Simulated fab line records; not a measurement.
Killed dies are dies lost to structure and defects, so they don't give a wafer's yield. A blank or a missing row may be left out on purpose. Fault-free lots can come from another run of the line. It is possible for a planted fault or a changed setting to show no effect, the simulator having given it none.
Which tool did it? | flow rit-cmos | at 1 step of a route of 202, 14 lots with 42 wafers sampled

WHAT EACH GAUGE READ, for each wafer
No reading from a measuring or inspecting step in the record can be judged against a usual standard deviation.

WHAT TOOL EACH LOT RAN ON (gives the tool, then ch and the chambers of the sampled wafers, and finally the start)
lot  | RIT_NLDD_DEVELOP_05
L878 | litho-track-01 ch 0, day 3 04:00
L879 | litho-track-02 ch 0, day 3 04:00
L880 | litho-track-03 ch 0, day 3 06:00
L881 | litho-track-03 ch 0, day 3 17:00
L882 | litho-track-02 ch 0, day 3 19:00
L883 | litho-track-01 ch 0, day 4 00:00
L885 | litho-track-01 ch 0, day 4 09:00
L886 | litho-track-02 ch 0, day 4 12:00
L887 | litho-track-02 ch 0, day 4 21:00
L888 | litho-track-02 ch 0, day 5 00:00
L889 | litho-track-01 ch 0, day 5 01:00
L890 | litho-track-03 ch 0, day 5 10:00
L899 | litho-track-02, day 7 20:00
L898 | litho-track-02, day 7 21:00
- RIT_NLDD_DEVELOP_05: develop time 50 s.

WHAT THE TOOLS THEMSELVES READ (means of the sampled wafers that have a number; where no wafer has one, the mark that the record gives instead)
RIT_NLDD_DEVELOP_05.
lot  | tool           | chill-plate-temp-C (C) | developer-temp-C (C) | exhaust-pa (Pa)
L878 | litho-track-01 | 22.94                  | 23.02                | 43.4
L879 | litho-track-02 | 22.99                  | 23.15                | 45.9
L880 | litho-track-03 | 23.14                  | 22.95                | 45.8
L881 | litho-track-03 | 23.08                  | 23.01                | 45.3
L882 | litho-track-02 | 23.01                  | 23.02                | 44.7
L883 | litho-track-01 | 23.02                  | 23.04                | 45.7
L885 | litho-track-01 | 23.00                  | 22.84                | 45.2
L886 | litho-track-02 | 22.96                  | 23.00                | 44.7
L887 | litho-track-02 | 23.11                  | 22.88                | 44.1
L888 | litho-track-02 | 22.97                  | 23.07                | 45.9
L889 | litho-track-01 | 22.94                  | 23.02                | 47.5
L890 | litho-track-03 | 22.82                  | 23.24                | 44.9
L899 | litho-track-02 | -                      | -                    | -
L898 | litho-track-02 | -                      | -                    | -

THE ANSWER, worked out from the rows above alone
Rule: the lots themselves supply what counts as usual. Put in order of their means at a reading, lots are off if they are a third of the lots or fewer, leave a main group of 4 or more, and stand apart from it by a gap of 3 or more times the standard deviation of the main group's means; of several such gaps the widest counts. A main group is skipped when, at the precision printed for the reading in the tables above, its means are all equal. Also off: a lot with no number at a reading for which 4 or more lots have one. The other lots that the step has rows for count as sound. First the gauges in route order, then the tools' own readings, where a lot's mean is used as printed above. At the first step where some lot is off, the reading lying furthest off is the one used; lots without a number count as furthest.
Off: L899, L898, at RIT_NLDD_DEVELOP_05 (chill-plate-temp-C). Without a number there: L899, L898. The main group: mean 23.00 C, standard deviation 0.082.
A tool fits if, at that step or a process step before it, it ran every lot that is off, and no sound lot after the first of them. One fits: RIT_NLDD_DEVELOP_05 on litho-track-02. Its last sound lot is L888 (day 5 00:00), its first lot that is off L899 (day 7 20:00): a fault that began between those two fits.
Blank at RIT_NLDD_DEVELOP_05 on the lots that are off, where sound lots have numbers: chill-plate-temp-C, developer-temp-C, exhaust-pa.

WHAT THE SIMULATOR PUT IN
At RIT_NLDD_DEVELOP_05, the step was skipped entirely on litho-track-02 from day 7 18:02 on. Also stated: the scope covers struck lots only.
Struck lots among those shown: L899, L898. Same finding as the rule above.
